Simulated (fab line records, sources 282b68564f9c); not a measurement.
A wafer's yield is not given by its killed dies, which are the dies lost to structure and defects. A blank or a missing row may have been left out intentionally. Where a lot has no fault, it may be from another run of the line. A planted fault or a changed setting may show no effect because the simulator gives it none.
The tool behind it: which one? ; flow rit-cmos ; 14 lots with 42 wafers sampled at 2 steps, on a route of 202 steps

WHAT EACH GAUGE READ, for each wafer
RIT_FOX2_THK_MEAS_91. Usual: FIELD_OXIDE_LEFT_2_THK 250 nm, standard deviation 6.2.
lot;measured;on;FIELD_OXIDE_LEFT_2_THK (nm);flag
L223;day 2 10:19;film-metro-01;255 247 249;
L224;day 2 15:17;film-metro-01;252 247 247;
L226;day 3 01:36;film-metro-02;240 244 240;
L227;day 3 04:46;film-metro-02;250 244 250;
L228;day 3 12:25;film-metro-03;261 258 256;
L229;day 3 16:20;film-metro-03;249 258 247;
L230;day 3 21:39;film-metro-02;258 258 256;
L233;day 4 11:08;film-metro-01;259 258 252;
L234;day 4 21:40;film-metro-02;254 253 249;
L240;day 6 06:43;film-metro-03;241 239 246;
L241;day 6 17:08;film-metro-03;251 253 250;
L243;day 6 21:37;film-metro-03;260 254 259;
L244;day 6 21:49;film-metro-03;246 248 249;
L245;day 7 08:17;film-metro-03;250 250 248;

WHICH TOOL RAN EACH LOT (tool, then ch and the chambers of the sampled wafers, then the start)
lot;RIT_NRETRO_STRIP_09
L223;plasma-asher-02 ch 0, day 2 07:59
L224;plasma-asher-02 ch 0,1, day 2 13:04
L226;plasma-asher-02 ch 0,1, day 2 23:18
L227;plasma-asher-02 ch 0,1, day 3 02:31
L228;plasma-asher-02 ch 0,1, day 3 10:15
L229;plasma-asher-04 ch 0,1, day 3 14:10
L230;plasma-asher-04 ch 0,1, day 3 19:19
L233;plasma-asher-02 ch 0,1, day 4 08:47
L234;plasma-asher-02 ch 0,1, day 4 19:18
L240;plasma-asher-04 ch 0,1, day 6 04:08
L241;plasma-asher-02 ch 0,1, day 6 14:50
L243;plasma-asher-02 ch 0,1, day 6 18:23
L244;plasma-asher-04 ch 0,1, day 6 18:35
L245;plasma-asher-03 ch 0,1, day 7 05:59
- RIT_NRETRO_STRIP_09: strips in O2, time 180 s.

AS READ BY THE TOOLS THEMSELVES (means over the sampled wafers that have a number; for cases with no such wafer, the mark the record gives instead)
RIT_NRETRO_STRIP_09. Usual: drypump-motor-current-A 6.1 A, standard deviation 0.54.
lot;tool;drypump-motor-current-A (A);flag
L223;plasma-asher-02;6.6;
L224;plasma-asher-02;6.5;
L226;plasma-asher-02;6.5;
L227;plasma-asher-02;6.4;
L228;plasma-asher-02;6.5;
L229;plasma-asher-04;5.2;
L230;plasma-asher-04;5.2;
L233;plasma-asher-02;6.4;
L234;plasma-asher-02;6.5;
L240;plasma-asher-04;5.2;
L241;plasma-asher-02;6.5;
L243;plasma-asher-02;6.5;
L244;plasma-asher-04;5.2;
L245;plasma-asher-03;6.1;

THE ANSWER, worked out from the rows above alone
Rule: a lot is off if the mean of its wafers that have a number lies more than 3 standard deviations from the usual mean. A lot without any number at a reading at which 4 lots or more have one is off too. Where the step has rows for the other lots, those lots are counted as sound. After the gauges, taken in route order, come the tools' own readings; for these a lot's mean is taken, as printed above. The first step at which some lot is off is used, and at that step the reading that is off furthest; a lot without a number counts as furthest.
No lot is off at any reading shown: from this, nothing can be told.

WHAT WAS PUT IN BY THE SIMULATOR
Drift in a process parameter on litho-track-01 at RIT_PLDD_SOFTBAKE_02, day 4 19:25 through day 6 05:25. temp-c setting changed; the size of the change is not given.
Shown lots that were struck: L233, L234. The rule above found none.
